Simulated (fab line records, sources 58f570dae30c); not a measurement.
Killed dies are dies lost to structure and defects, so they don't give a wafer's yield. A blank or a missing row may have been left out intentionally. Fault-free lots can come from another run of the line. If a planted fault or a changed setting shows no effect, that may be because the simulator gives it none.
Which tool is to blame?	flow berkeley_cmos170	14 lots with 42 wafers sampled at 3 steps, on a route of 331 steps

## WHAT EACH GAUGE READ, for each wafer
UCB170_V2_BOW_MEAS_03. Usual: V2_BOW 37 um, standard deviation 7.3.
lot	measured	on	V2_BOW (um)	flag
L994	day 8 10:40	film_metro-04	40 31 29	
L995	day 9 03:32	film_metro-04	41 40 43	
L997	day 9 07:08	film_metro-02	41 41 58	
L100	day 9 08:11	film_metro-01	34 34 46	
L996	day 9 08:50	film_metro-02	47 36 28	
L102	day 10 13:31	film_metro-02	42 27 33	
L105	day 10 23:37	film_metro-01	49 38 47	
L107	day 11 01:28	film_metro-04	40 46 30	
L106	day 11 02:13	film_metro-04	19 20 24	
L108	day 11 08:53	film_metro-02	31 37 43	
L115	day 12 12:28	film_metro-02	41 42 46	
L116	day 12 13:41	film_metro-04	31 37 36	
L114	day 12 14:20	film_metro-04	32 43 44	
L117	day 13 01:44	film_metro-04	33 32 47	

UCB170_V2_THK_MEAS_04. Usual: V2_POLISHED_THK 999.9 nm, standard deviation 1.6.
lot	measured	on	V2_POLISHED_THK (nm)	flag
L994	day 8 10:47	film_metro-04	1001.1 1001.5 999.7	
L995	day 9 03:40	film_metro-04	1002.2 997.7 1001.1	
L997	day 9 07:15	film_metro-02	1002.5 1002.0 1002.4	
L100	day 9 08:17	film_metro-01	999.4 998.0 999.1	
L996	day 9 08:56	film_metro-02	1000.7 998.8 998.7	
L102	day 10 13:38	film_metro-02	1002.1 1000.0 999.1	
L105	day 10 23:43	film_metro-01	997.8 996.7 998.9	
L107	day 11 01:34	film_metro-04	1001.9 998.3 998.2	
L106	day 11 02:20	film_metro-04	999.7 1000.7 1000.7	
L108	day 11 08:59	film_metro-02	1000.9 998.1 999.7	
L115	day 12 12:34	film_metro-02	1002.6 998.4 999.2	
L116	day 12 13:48	film_metro-04	998.2 999.7 998.9	
L114	day 12 14:27	film_metro-04	999.5 998.9 998.2	
L117	day 13 01:50	film_metro-04	1002.4 999.5 1002.1	

## TOOL THAT RAN EACH LOT (tool first, then ch and the chambers of the sampled wafers, then the start)
lot	UCB170_M2_STRIP_19
L994	plasma_asher-04 ch 0,1, day 8 09:44
L995	plasma_asher-04 ch 0,1, day 9 02:48
L997	plasma_asher-04 ch 0,1, day 9 06:24
L100	plasma_asher-01 ch 0,1, day 9 07:26
L996	plasma_asher-01 ch 0,1, day 9 07:59
L102	plasma_asher-02 ch 0,1, day 10 12:47
L105	plasma_asher-01 ch 0,1, day 10 22:51
L107	plasma_asher-04 ch 1, day 11 00:42
L106	plasma_asher-01 ch 0,1, day 11 01:29
L108	plasma_asher-02 ch 0,1, day 11 08:09
L115	plasma_asher-02 ch 0,1, day 12 11:44
L116	plasma_asher-02 ch 0,1, day 12 12:57
L114	plasma_asher-04 ch 0,1, day 12 13:33
L117	plasma_asher-01 ch 0,1, day 13 01:00
- UCB170_M2_STRIP_19: strips in O2.

## AS READ BY THE TOOLS THEMSELVES (means over the sampled wafers that have a number; for cases with no such wafer, the mark the record gives instead)
UCB170_M2_STRIP_19. Usual: drypump_motor_current_A 5.7 A, standard deviation 0.42; oes_product_au 0.557 a.u., standard deviation 0.026.
lot	tool	drypump_motor_current_A (A)	oes_product_au (a.u.)	flag
L994	plasma_asher-04	6.1	0.561	
L995	plasma_asher-04	6.1	0.559	
L997	plasma_asher-04	6.0	0.542	
L100	plasma_asher-01	5.5	0.560	
L996	plasma_asher-01	5.3	0.571	
L102	plasma_asher-02	5.8	0.578	
L105	plasma_asher-01	5.5	0.537	
L107	plasma_asher-04	6.1	0.544	
L106	plasma_asher-01	5.5	0.545	
L108	plasma_asher-02	5.8	0.557	
L115	plasma_asher-02	5.6	0.579	
L116	plasma_asher-02	5.8	0.559	
L114	plasma_asher-04	6.0	0.540	
L117	plasma_asher-01	5.5	0.553	

## THE ANSWER, worked out from the rows above alone
Rule: take the mean of a lot's wafers that have a number; if it is more than 3 standard deviations from the usual mean, the lot is off. A lot without any number at a reading at which 4 lots or more have one is off too. Any other lot the step has rows for is counted as sound. The gauges are gone through in route order, then the tools' own readings, and for those a lot's mean is taken as printed above. At the first step where some lot is off, the reading lying furthest off is the one used; lots without a number count as furthest.
No lot is off at any reading shown: from this, nothing can be told.

## WHAT THE SIMULATOR HAD INSERTED
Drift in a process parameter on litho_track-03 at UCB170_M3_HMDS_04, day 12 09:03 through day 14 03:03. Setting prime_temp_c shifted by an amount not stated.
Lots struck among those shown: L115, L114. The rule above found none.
